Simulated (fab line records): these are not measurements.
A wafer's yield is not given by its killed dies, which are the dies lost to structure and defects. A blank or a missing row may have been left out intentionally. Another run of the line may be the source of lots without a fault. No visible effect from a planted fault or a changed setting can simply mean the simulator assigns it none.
Struck lot and sound lot, side by side || flow ritCmos || 18 out of 202 route steps
Sound: the wafers L308.2, L308.3, L308.4. Wafers L300.3, L300.4, L300.5 were the ones struck. The cause comes at the end.
Each step with rows lists, per side, the tool, then ch with its chambers, then its first start. Under that, the readings that differ: sound wafers || struck wafers || difference of the means || sigmas: that difference in standard deviations of wafers without a fault.
alike: a reading whose means differ by less than 2 such deviations, as well as words and numbers matching on both sides. not compared: withheld readings; readings where some wafer has no value; bounds like >300 that might hide an equal value; numbers whose values overlap and for which the record gives no deviation.
The two part at a step that has a row with sigmas, a row that says differs or no value, or rows on one side only. Non-overlapping numbers with no deviation appear without sigmas and do not part them. A reading that every wafer of one side lacks parts them only if that side has two wafers or more.

first, 2 steps without rows for these wafers: RIT_PWELL_PEB_04; RIT_PWELL_DEVELOP_05 (develop time 68 s).
RIT_PWELL_OVL_MEAS_06:
  sound on overlay-01, day 6 07:33; struck on overlay-02, day 4 12:01
{"reading": "PWELL_OVL (nm)", "sound": "-0.8 -0.7 -0.6", "struck": "-4.5 -5.7 -3.4", "difference": -3.8, "sigmas": -3}
then, 2 steps without rows for these wafers: RIT_PWELL_HARDBAKE_07 (time 120 s); RIT_PWELL_IMPLANT_08.
RIT_PWELL_STRIP_09: strips in O2, time 180 s.
  sound on plasmaAsher-04 ch 0,1, day 6 08:02; struck on plasmaAsher-03 ch 0,1, day 4 12:29
  alike: drypumpMotorCurrentA, o2FlowSccm
  not compared: rfHoursCounterH
RIT_PWELL_TW_MEAS_10:
  sound on filmMetro-03, day 6 08:14; struck on filmMetro-04, day 4 12:37
  alike: PWELL_TW
then, 1 step without rows for these wafers: RIT_WELLDRIVE_ANNEAL_00 (time 14700 s).
RIT_WELLDRIVE_RS_MEAS_01: measures by four-point-probe.
  sound on filmMetro-01, day 6 13:29; struck on filmMetro-04, day 4 20:48
  alike: NWELL_RS
RIT_WELLDRIVE_RS_MEAS_02: measures by four-point-probe.
  sound on filmMetro-01, day 6 13:36; struck on filmMetro-04, day 4 20:55
  alike: PWELL_RS
then, 2 steps without rows for these wafers: RIT_NRETRO_HMDS_00 (prime time 60 s); RIT_NRETRO_COAT_01 (resist thk 1300 nm).
RIT_NRETRO_SOFTBAKE_02: time 60 s.
  sound on lithoTrack-04 ch 0, day 6 14:02; struck on lithoTrack-02 ch 0, day 4 21:21
{"reading": "heaterPowerTotalW (W)", "sound": "34.52 34.58 34.54", "struck": "32.26 32.28 32.27", "difference": -2.28, "sigmas": -48}
{"reading": "plateTempC (C)", "sound": "90.07 90.04 90.16", "struck": "85.98 85.94 85.86", "difference": -4.16, "sigmas": -35}
then, 2 steps without rows for these wafers: RIT_NRETRO_EXPOSE_03 (exposes mask M4, target cd 43900 nm); RIT_NRETRO_PEB_04.
RIT_NRETRO_DEVELOP_05: develop time 68 s.
  sound on lithoTrack-04 ch 0; struck on lithoTrack-02 ch 0
{"reading": "model.NOVOLAK_of_NRETRO_COAT_01.thkNm (nm)", "sound": "1300 1294 1300", "struck": "1314 1313 1315", "difference": "+16", "sigmas": ""}
RIT_NRETRO_OVL_MEAS_06:
  sound on overlay-02, day 6 14:43; struck on overlay-01, day 4 21:54
  alike: NRETRO_OVL
following that, these wafers have no rows for 1 step: RIT_M1_PROBE_99.

== WHERE THEY PART ==
Earliest at RIT_PWELL_OVL_MEAS_06; latest, in this record, at RIT_NRETRO_SOFTBAKE_02. Later steps at which nothing parts them and some readings are alike: RIT_NRETRO_OVL_MEAS_06.

WHY: what had been put in by the simulator
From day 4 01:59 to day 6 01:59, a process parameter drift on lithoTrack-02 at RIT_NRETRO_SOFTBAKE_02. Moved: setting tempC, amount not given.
